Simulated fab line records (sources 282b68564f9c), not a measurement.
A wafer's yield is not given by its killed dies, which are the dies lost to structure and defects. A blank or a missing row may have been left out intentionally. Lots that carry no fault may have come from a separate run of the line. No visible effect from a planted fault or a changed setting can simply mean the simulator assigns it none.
fab line records / flow rit_cmos
record: lots: 13 wafers: 39 last_day: 7
route steps=202 shown PWELL@42
lots untouched by any fault: they come from a run of this same line in which no faults occurred
start_h: the number of hours between the record's first day and the start of the first shown wafer of the lot / wait_h: hours elapsed since this lot's preceding step / " identical to the entry in the row above / L1.1+2: one row covering several wafers at once / - value missing, or start not given / * or withheld: withheld / < > ~ a bound
route shown NAME@n: NAME is a module with steps in the file, n the number in the route of the first one / usual: mean and standard deviation over wafers with no fault / same: alike in all rows / chamber/n: place in a boat / sites: per-site readings / _std_site: how widely they spread, as a standard deviation / _edge_site: the outer-site mean with the inner-site mean subtracted / radius_mm: for every site, how far away it sits from the centre of the wafer / mask NAME#n: copy n / behind: the tool/chamber that last shaped the wafer / hold: reason for holding the lot/hours on hold/outcome of the hold / device: transistor that didn't switch, given as n, p or np / end of line: the tests these same wafers got at the end of their route / a step given without rows: its recipe and nothing more / killed: the dies lost at the first sort to structure and to defects; this is not the yield of the wafer / map: a wafer's dies, marking killed ones x, the rest . and places with no die _
set.NAME: setting as actually run; set.NAME@STEP: the setting as run at that earlier step / model.NAME: the simulator's own value behind a step, which no gauge read
the route's steps for a sample of lots (tables are steps, rows are wafers)
services: the hour from which a tool's chamber was out of use, counted from the record's first day as start_h (under 0 if before that day), plus the number of hours and why
== steps ==
step: RIT_PWELL_EXPOSE_03
recipe: mask_id: M3 na: 0.57 target_cd_nm: 43700 dose_mj: 250
usual: focus_offset_nm: 0.2/0.58
lot.wafer=L636.4 tool=iline_stepper-02 chamber=0 start_h=22.43 wait_h=0.2 mask=M3#0 focus_offset_nm=0.4
lot.wafer=L636.5 tool=iline_stepper-02 chamber=0 start_h=22.43 wait_h=0.2 mask=M3#0 focus_offset_nm=0.2
lot.wafer=L636.6 tool=iline_stepper-02 chamber=0 start_h=22.43 wait_h=0.2 mask=M3#0 focus_offset_nm=0.1
lot.wafer=L637.3 tool=iline_stepper-02 chamber=0 start_h=29.78 wait_h=0.1 mask=M3#0 focus_offset_nm=0.1
lot.wafer=L637.5 tool=iline_stepper-02 chamber=0 start_h=29.78 wait_h=0.1 mask=M3#0 focus_offset_nm=0.3
lot.wafer=L637.6 tool=iline_stepper-02 chamber=0 start_h=29.78 wait_h=0.1 mask=M3#0 focus_offset_nm=-0.4
lot.wafer=L639.1 tool=iline_stepper-02 chamber=0 start_h=37.39 wait_h=0.2 mask=M3#0 focus_offset_nm=-0.4
lot.wafer=L639.2 tool=iline_stepper-02 chamber=0 start_h=37.39 wait_h=0.2 mask=M3#0 focus_offset_nm=0.1
lot.wafer=L639.6 tool=iline_stepper-02 chamber=0 start_h=37.39 wait_h=0.2 mask=M3#0 focus_offset_nm=-0.4
lot.wafer=L640.2 tool=iline_stepper-01 chamber=0 start_h=41.76 wait_h=0.2 mask=M3#0 focus_offset_nm=0.2
lot.wafer=L640.3 tool=iline_stepper-01 chamber=0 start_h=41.76 wait_h=0.2 mask=M3#0 focus_offset_nm=1.4
lot.wafer=L640.6 tool=iline_stepper-01 chamber=0 start_h=41.76 wait_h=0.2 mask=M3#0 focus_offset_nm=0.9
lot.wafer=L641.3 tool=iline_stepper-01 chamber=0 start_h=46.51 wait_h=0.1 mask=M3#0 focus_offset_nm=1.2
lot.wafer=L641.4 tool=iline_stepper-01 chamber=0 start_h=46.51 wait_h=0.1 mask=M3#0 focus_offset_nm=0.4
lot.wafer=L641.5 tool=iline_stepper-01 chamber=0 start_h=46.51 wait_h=0.1 mask=M3#0 focus_offset_nm=1.3
lot.wafer=L644.1 tool=iline_stepper-02 chamber=0 start_h=62.66 wait_h=0.1 mask=M3#0 focus_offset_nm=0.2
lot.wafer=L644.2 tool=iline_stepper-02 chamber=0 start_h=62.66 wait_h=0.1 mask=M3#0 focus_offset_nm=0.1
lot.wafer=L644.4 tool=iline_stepper-02 chamber=0 start_h=62.66 wait_h=0.1 mask=M3#0 focus_offset_nm=-0.2
lot.wafer=L645.2 tool=iline_stepper-02 chamber=0 start_h=67.50 wait_h=0.1 mask=M3#0 focus_offset_nm=0.5
lot.wafer=L645.3 tool=iline_stepper-02 chamber=0 start_h=67.50 wait_h=0.1 mask=M3#0 focus_offset_nm=1.0
lot.wafer=L645.5 tool=iline_stepper-02 chamber=0 start_h=67.50 wait_h=0.1 mask=M3#0 focus_offset_nm=0.4
lot.wafer=L646.1 tool=iline_stepper-02 chamber=0 start_h=71.84 wait_h=0.1 mask=M3#0 focus_offset_nm=0.0
lot.wafer=L646.4 tool=iline_stepper-02 chamber=0 start_h=71.84 wait_h=0.1 mask=M3#0 focus_offset_nm=1.3
lot.wafer=L646.5 tool=iline_stepper-02 chamber=0 start_h=71.84 wait_h=0.1 mask=M3#0 focus_offset_nm=0.4
lot.wafer=L647.1 tool=iline_stepper-02 chamber=0 start_h=76.55 wait_h=0.1 mask=M3#0 focus_offset_nm=0.2
lot.wafer=L647.3 tool=iline_stepper-02 chamber=0 start_h=76.55 wait_h=0.1 mask=M3#0 focus_offset_nm=0.0
lot.wafer=L647.4 tool=iline_stepper-02 chamber=0 start_h=76.55 wait_h=0.1 mask=M3#0 focus_offset_nm=0.3
lot.wafer=L648.2 tool=iline_stepper-01 chamber=0 start_h=81.54 wait_h=0.2 mask=M3#0 focus_offset_nm=0.6
lot.wafer=L648.3 tool=iline_stepper-01 chamber=0 start_h=81.54 wait_h=0.2 mask=M3#0 focus_offset_nm=0.4
lot.wafer=L648.6 tool=iline_stepper-01 chamber=0 start_h=81.54 wait_h=0.2 mask=M3#0 focus_offset_nm=0.1
lot.wafer=L649.1 tool=iline_stepper-02 chamber=0 start_h=87.70 wait_h=0.2 mask=M2#0 focus_offset_nm=0.0
lot.wafer=L649.4 tool=iline_stepper-02 chamber=0 start_h=87.70 wait_h=0.2 mask=M2#0 focus_offset_nm=0.0
lot.wafer=L649.6 tool=iline_stepper-02 chamber=0 start_h=87.70 wait_h=0.2 mask=M2#0 focus_offset_nm=0.3
lot.wafer=L651.1 tool=iline_stepper-01 chamber=0 start_h=98.20 wait_h=0.2 mask=M3#0 focus_offset_nm=-0.4
lot.wafer=L651.3 tool=iline_stepper-01 chamber=0 start_h=98.20 wait_h=0.2 mask=M3#0 focus_offset_nm=0.3
lot.wafer=L651.4 tool=iline_stepper-01 chamber=0 start_h=98.20 wait_h=0.2 mask=M3#0 focus_offset_nm=-0.4
lot.wafer=L659.4 tool=iline_stepper-01 chamber=0 start_h=138.13 wait_h=0.1 mask=M3#0 focus_offset_nm=-0.2
lot.wafer=L659.5 tool=iline_stepper-01 chamber=0 start_h=138.13 wait_h=0.1 mask=M3#0 focus_offset_nm=0.3
lot.wafer=L659.6 tool=iline_stepper-01 chamber=0 start_h=138.13 wait_h=0.1 mask=M3#0 focus_offset_nm=0.7
step: RIT_PWELL_OVL_MEAS_06
usual: PWELL_OVL: -0.6/1.3
lot.wafer=L636.4 tool=overlay-01 chamber=- start_h=22.82 wait_h=- PWELL_OVL[nm]=1.5
lot.wafer=L636.5 tool=overlay-01 chamber=- start_h=22.82 wait_h=- PWELL_OVL[nm]=0.9
lot.wafer=L636.6 tool=overlay-01 chamber=- start_h=22.82 wait_h=- PWELL_OVL[nm]=2.8
lot.wafer=L637.3 tool=overlay-01 chamber=- start_h=30.19 wait_h=- PWELL_OVL[nm]=0.5
lot.wafer=L637.5 tool=overlay-01 chamber=- start_h=30.19 wait_h=- PWELL_OVL[nm]=-0.5
lot.wafer=L637.6 tool=overlay-01 chamber=- start_h=30.19 wait_h=- PWELL_OVL[nm]=-1.9
lot.wafer=L639.1 tool=overlay-02 chamber=- start_h=37.82 wait_h=- PWELL_OVL[nm]=-3.0
lot.wafer=L639.2 tool=overlay-02 chamber=- start_h=37.82 wait_h=- PWELL_OVL[nm]=-1.9
lot.wafer=L639.6 tool=overlay-02 chamber=- start_h=37.82 wait_h=- PWELL_OVL[nm]=-1.2
lot.wafer=L640.2 tool=overlay-02 chamber=- start_h=42.17 wait_h=- PWELL_OVL[nm]=-1.3
lot.wafer=L640.3 tool=overlay-02 chamber=- start_h=42.17 wait_h=- PWELL_OVL[nm]=0.1
lot.wafer=L640.6 tool=overlay-02 chamber=- start_h=42.17 wait_h=- PWELL_OVL[nm]=-1.1
lot.wafer=L641.3 tool=overlay-01 chamber=- start_h=46.93 wait_h=- PWELL_OVL[nm]=0.0
lot.wafer=L641.4 tool=overlay-01 chamber=- start_h=46.93 wait_h=- PWELL_OVL[nm]=-1.3
lot.wafer=L641.5 tool=overlay-01 chamber=- start_h=46.93 wait_h=- PWELL_OVL[nm]=-0.9
lot.wafer=L644.1 tool=overlay-01 chamber=- start_h=63.09 wait_h=- PWELL_OVL[nm]=-0.5
lot.wafer=L644.2 tool=overlay-01 chamber=- start_h=63.09 wait_h=- PWELL_OVL[nm]=-1.2
lot.wafer=L644.4 tool=overlay-01 chamber=- start_h=63.09 wait_h=- PWELL_OVL[nm]=-2.9
lot.wafer=L645.2 tool=overlay-02 chamber=- start_h=67.92 wait_h=- PWELL_OVL[nm]=0.3
lot.wafer=L645.3 tool=overlay-02 chamber=- start_h=67.92 wait_h=- PWELL_OVL[nm]=-1.2
lot.wafer=L645.5 tool=overlay-02 chamber=- start_h=67.92 wait_h=- PWELL_OVL[nm]=-1.5
lot.wafer=L646.1 tool=overlay-01 chamber=- start_h=72.40 wait_h=- PWELL_OVL[nm]=0.7
lot.wafer=L646.4 tool=overlay-01 chamber=- start_h=72.40 wait_h=- PWELL_OVL[nm]=0.3
lot.wafer=L646.5 tool=overlay-01 chamber=- start_h=72.40 wait_h=- PWELL_OVL[nm]=-0.1
lot.wafer=L647.1 tool=overlay-02 chamber=- start_h=76.98 wait_h=- PWELL_OVL[nm]=-3.8
lot.wafer=L647.3 tool=overlay-02 chamber=- start_h=76.98 wait_h=- PWELL_OVL[nm]=-2.5
lot.wafer=L647.4 tool=overlay-02 chamber=- start_h=76.98 wait_h=- PWELL_OVL[nm]=0.0
lot.wafer=L648.2 tool=overlay-01 chamber=- start_h=82.03 wait_h=- PWELL_OVL[nm]=-0.9
lot.wafer=L648.3 tool=overlay-01 chamber=- start_h=82.03 wait_h=- PWELL_OVL[nm]=-0.5
lot.wafer=L648.6 tool=overlay-01 chamber=- start_h=82.03 wait_h=- PWELL_OVL[nm]=-0.5
lot.wafer=L649.1 tool=overlay-01 chamber=- start_h=88.13 wait_h=- PWELL_OVL[nm]=-
lot.wafer=L649.4 tool=overlay-01 chamber=- start_h=88.13 wait_h=- PWELL_OVL[nm]=-
lot.wafer=L649.6 tool=overlay-01 chamber=- start_h=88.13 wait_h=- PWELL_OVL[nm]=-
lot.wafer=L651.1 tool=overlay-02 chamber=- start_h=98.63 wait_h=- PWELL_OVL[nm]=-1.4
lot.wafer=L651.3 tool=overlay-02 chamber=- start_h=98.63 wait_h=- PWELL_OVL[nm]=-2.5
lot.wafer=L651.4 tool=overlay-02 chamber=- start_h=98.63 wait_h=- PWELL_OVL[nm]=-2.9
lot.wafer=L659.4 tool=overlay-02 chamber=- start_h=138.52 wait_h=- PWELL_OVL[nm]=0.3
lot.wafer=L659.5 tool=overlay-02 chamber=- start_h=138.52 wait_h=- PWELL_OVL[nm]=0.8
lot.wafer=L659.6 tool=overlay-02 chamber=- start_h=138.52 wait_h=- PWELL_OVL[nm]=0.6
step: RIT_PWELL_TW_MEAS_10
usual: PWELL_TW: 956/8.1
lot.wafer=L636.4 tool=film_metro-04 chamber=- start_h=23.44 wait_h=0.1 PWELL_TW=962
lot.wafer=L636.5 tool=film_metro-04 chamber=- start_h=23.44 wait_h=0.1 PWELL_TW=959
lot.wafer=L636.6 tool=film_metro-04 chamber=- start_h=23.44 wait_h=0.1 PWELL_TW=963
lot.wafer=L637.3 tool=film_metro-02 chamber=- start_h=30.80 wait_h=0.1 PWELL_TW=943
lot.wafer=L637.5 tool=film_metro-02 chamber=- start_h=30.80 wait_h=0.1 PWELL_TW=945
lot.wafer=L637.6 tool=film_metro-02 chamber=- start_h=30.80 wait_h=0.1 PWELL_TW=942
lot.wafer=L639.1 tool=film_metro-02 chamber=- start_h=38.43 wait_h=0.1 PWELL_TW=942
lot.wafer=L639.2 tool=film_metro-02 chamber=- start_h=38.43 wait_h=0.1 PWELL_TW=946
lot.wafer=L639.6 tool=film_metro-02 chamber=- start_h=38.43 wait_h=0.1 PWELL_TW=940
lot.wafer=L640.2 tool=film_metro-04 chamber=- start_h=42.79 wait_h=0.1 PWELL_TW=955
lot.wafer=L640.3 tool=film_metro-04 chamber=- start_h=42.79 wait_h=0.1 PWELL_TW=952
lot.wafer=L640.6 tool=film_metro-04 chamber=- start_h=42.79 wait_h=0.1 PWELL_TW=951
lot.wafer=L641.3 tool=film_metro-04 chamber=- start_h=47.55 wait_h=0.1 PWELL_TW=953
lot.wafer=L641.4 tool=film_metro-04 chamber=- start_h=47.55 wait_h=0.1 PWELL_TW=953
lot.wafer=L641.5 tool=film_metro-04 chamber=- start_h=47.55 wait_h=0.1 PWELL_TW=955
lot.wafer=L644.1 tool=film_metro-01 chamber=- start_h=63.70 wait_h=0.1 PWELL_TW=961
lot.wafer=L644.2 tool=film_metro-01 chamber=- start_h=63.70 wait_h=0.1 PWELL_TW=963
lot.wafer=L644.4 tool=film_metro-01 chamber=- start_h=63.70 wait_h=0.1 PWELL_TW=968
lot.wafer=L645.2 tool=film_metro-01 chamber=- start_h=68.53 wait_h=0.1 PWELL_TW=965
lot.wafer=L645.3 tool=film_metro-01 chamber=- start_h=68.53 wait_h=0.1 PWELL_TW=967
lot.wafer=L645.5 tool=film_metro-01 chamber=- start_h=68.53 wait_h=0.1 PWELL_TW=961
lot.wafer=L646.1 tool=film_metro-01 chamber=- start_h=73.02 wait_h=0.1 PWELL_TW=965
lot.wafer=L646.4 tool=film_metro-01 chamber=- start_h=73.02 wait_h=0.1 PWELL_TW=963
lot.wafer=L646.5 tool=film_metro-01 chamber=- start_h=73.02 wait_h=0.1 PWELL_TW=958
lot.wafer=L647.1 tool=film_metro-04 chamber=- start_h=77.59 wait_h=0.1 PWELL_TW=957
lot.wafer=L647.3 tool=film_metro-04 chamber=- start_h=77.59 wait_h=0.1 PWELL_TW=956
lot.wafer=L647.4 tool=film_metro-04 chamber=- start_h=77.59 wait_h=0.1 PWELL_TW=952
lot.wafer=L648.2 tool=film_metro-04 chamber=- start_h=82.64 wait_h=0.1 PWELL_TW=962
lot.wafer=L648.3 tool=film_metro-04 chamber=- start_h=82.64 wait_h=0.1 PWELL_TW=951
lot.wafer=L648.6 tool=film_metro-04 chamber=- start_h=82.64 wait_h=0.1 PWELL_TW=957
lot.wafer=L649.1 tool=film_metro-01 chamber=- start_h=88.74 wait_h=0.1 PWELL_TW=30
lot.wafer=L649.4 tool=film_metro-01 chamber=- start_h=88.74 wait_h=0.1 PWELL_TW=30
lot.wafer=L649.6 tool=film_metro-01 chamber=- start_h=88.74 wait_h=0.1 PWELL_TW=30
lot.wafer=L651.1 tool=film_metro-01 chamber=- start_h=99.24 wait_h=0.1 PWELL_TW=962
lot.wafer=L651.3 tool=film_metro-01 chamber=- start_h=99.24 wait_h=0.1 PWELL_TW=960
lot.wafer=L651.4 tool=film_metro-01 chamber=- start_h=99.24 wait_h=0.1 PWELL_TW=960
lot.wafer=L659.4 tool=film_metro-02 chamber=- start_h=139.14 wait_h=0.1 PWELL_TW=936
lot.wafer=L659.5 tool=film_metro-02 chamber=- start_h=139.14 wait_h=0.1 PWELL_TW=937
lot.wafer=L659.6 tool=film_metro-02 chamber=- start_h=139.14 wait_h=0.1 PWELL_TW=942
== services ==
tool=iline_stepper-02 chamber=- start_h=1.70 hours=7.3 kind=repair
tool=iline_stepper-02 chamber=0 start_h=7.80 hours=- kind=calibration
tool=iline_stepper-01 chamber=- start_h=18.87 hours=1.3 kind=repair
tool=iline_stepper-02 chamber=- start_h=63.14 hours=1.7 kind=pm
tool=iline_stepper-01 chamber=- start_h=72.65 hours=4.4 kind=pm
tool=iline_stepper-02 chamber=- start_h=123.64 hours=2.7 kind=repair
== key ==
first_sign: step: RIT_PWELL_EXPOSE_03 reading: mask direction: changed
effect: step: RIT_PWELL_OVL_MEAS_06 reading: PWELL_OVL direction: missing
effect: step: RIT_PWELL_TW_MEAS_10 reading: PWELL_TW direction: down sigmas: 99+ usual: 956 struck: 30
met_at RIT_PWELL_EXPOSE_03
struck_lots L649
sort_left_out L649.1,L649.4,L649.6
tester_left_out L649
onset_between 76.55 87.70
fault: kind: wrong_mask tool: any chamber: - onset_h: 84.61 steps: RIT_PWELL_EXPOSE_03 aux_copy: M2#0 scope: struck_lots_only
tester_left_out: of these lots the tester's yield and bins aren't shown, on N5 and GAA mostly nor the transistor test; their killed dies are dies lost to structure and defects alone, not to doping, threshold or leakage, so they don't give the yield
sort_left_out: the simulated sort isn't trusted on such a fault, so these wafers' sort isn't shown, and their yield isn't known
